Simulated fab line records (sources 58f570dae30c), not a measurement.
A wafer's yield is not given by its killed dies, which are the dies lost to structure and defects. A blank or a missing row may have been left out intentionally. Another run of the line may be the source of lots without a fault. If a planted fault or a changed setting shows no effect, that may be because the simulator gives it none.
A single fault, viewed from 2 desks + flow berkeley_cmos170 + numbers are kept per desk, each desk with only its own; the story behind them comes last

THE TOOL OWNER'S DESK: litho_track-03
For each lot that ran on this tool, the mean over its sampled wafers that have a number, from the tool's own readings at UCB170_M2_PEB_13. A lot is out of limits, marked OUT, if its mean lies more than 4 standard deviations from the usual mean; the brackets give that distance.
Columns: A = chill_plate_temp_C at UCB170_M2_PEB_13, usual 22.97 C; B = heater_power_total_W at UCB170_M2_PEB_13, usual 56.80 W; C = plate_temp_C at UCB170_M2_PEB_13, usual 130.00 C; D = resist_line_temp_C at UCB170_M2_PEB_13, usual 23.01 C
| lot  | first seen here | A     | B                       | C                        | D     |
|------|-----------------|-------|-------------------------|--------------------------|-------|
| L616 | day 8 18:44     | 23.08 | 56.80                   | 130.19                   | 22.87 |
| L620 | day 10 00:26    | 22.97 | 56.82                   | 129.85                   | 22.99 |
| L630 | day 12 00:21    | 23.09 | 48.33 (-99 or more) OUT | 114.87 (-99 or more) OUT | 22.80 |
| L631 | day 12 08:29    | 23.00 | 48.31 (-99 or more) OUT | 114.98 (-99 or more) OUT | 23.04 |
| L633 | day 12 11:27    | 23.00 | 48.27 (-99 or more) OUT | 114.96 (-99 or more) OUT | 22.91 |
This desk finds L630, L631, L633 out of limits, L630 being first, at day 12 00:21 (heater_power_total_W at UCB170_M2_PEB_13). L616, L620 stayed within limits.

THE METROLOGY DESK
Lot by lot, what the gauges showed, no matter which tool ran the lot: averages of those sampled wafers that carry a number. A lot is out of limits, marked OUT, if its mean lies more than 4 standard deviations from the usual mean; the brackets give that distance.
Columns: A = cd_nm at UCB170_M2_CD_MEAS_15, usual 699.7 nm
| lot  | first seen here | A                       |
|------|-----------------|-------------------------|
| L614 | day 8 10:13     | 698.8                   |
| L616 | day 8 19:01     | 699.9                   |
| L615 | day 8 21:01     | 701.4                   |
| L618 | day 9 12:26     | 700.4                   |
| L619 | day 9 12:40     | 700.8                   |
| L617 | day 9 13:41     | 699.6                   |
| L620 | day 10 00:43    | 701.2                   |
| L622 | day 10 11:02    | 698.5                   |
| L624 | day 10 22:18    | 700.9                   |
| L630 | day 12 00:38    | 883.9 (+99 or more) OUT |
| L631 | day 12 08:46    | 866.6 (+99 or more) OUT |
| L633 | day 12 11:45    | 866.9 (+99 or more) OUT |
| L636 | day 12 16:35    | 698.6                   |
| L634 | day 12 18:59    | 699.7                   |
| L635 | day 12 21:45    | 700.7                   |
This desk finds L630, L631, L633 out of limits, L630 being first, at day 12 00:38 (cd_nm at UCB170_M2_CD_MEAS_15). L614, L616, L615, L618, L619, L617, L620, L622, L624, L636, L634, L635 stayed within limits.

TAKEN TOGETHER
The tool owner's desk had the chance to raise an alarm at day 12 00:21 on L630, L631, L633.
At day 12 00:38 the metrology desk could have sounded an alarm, on L630, L631, L633.
The lots listed all ran UCB170_M2_PEB_13 on litho_track-03.

WHAT WAS PUT IN BY THE SIMULATOR
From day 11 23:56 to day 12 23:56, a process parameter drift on litho_track-03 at UCB170_M2_PEB_13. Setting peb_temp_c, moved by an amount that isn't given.
Lots struck among those shown: L630, L631, L633.
Delay (hours) between the fault's onset and each desk's first out-of-limits reading: 0 at the tool owner's desk, 1 at the metrology desk.
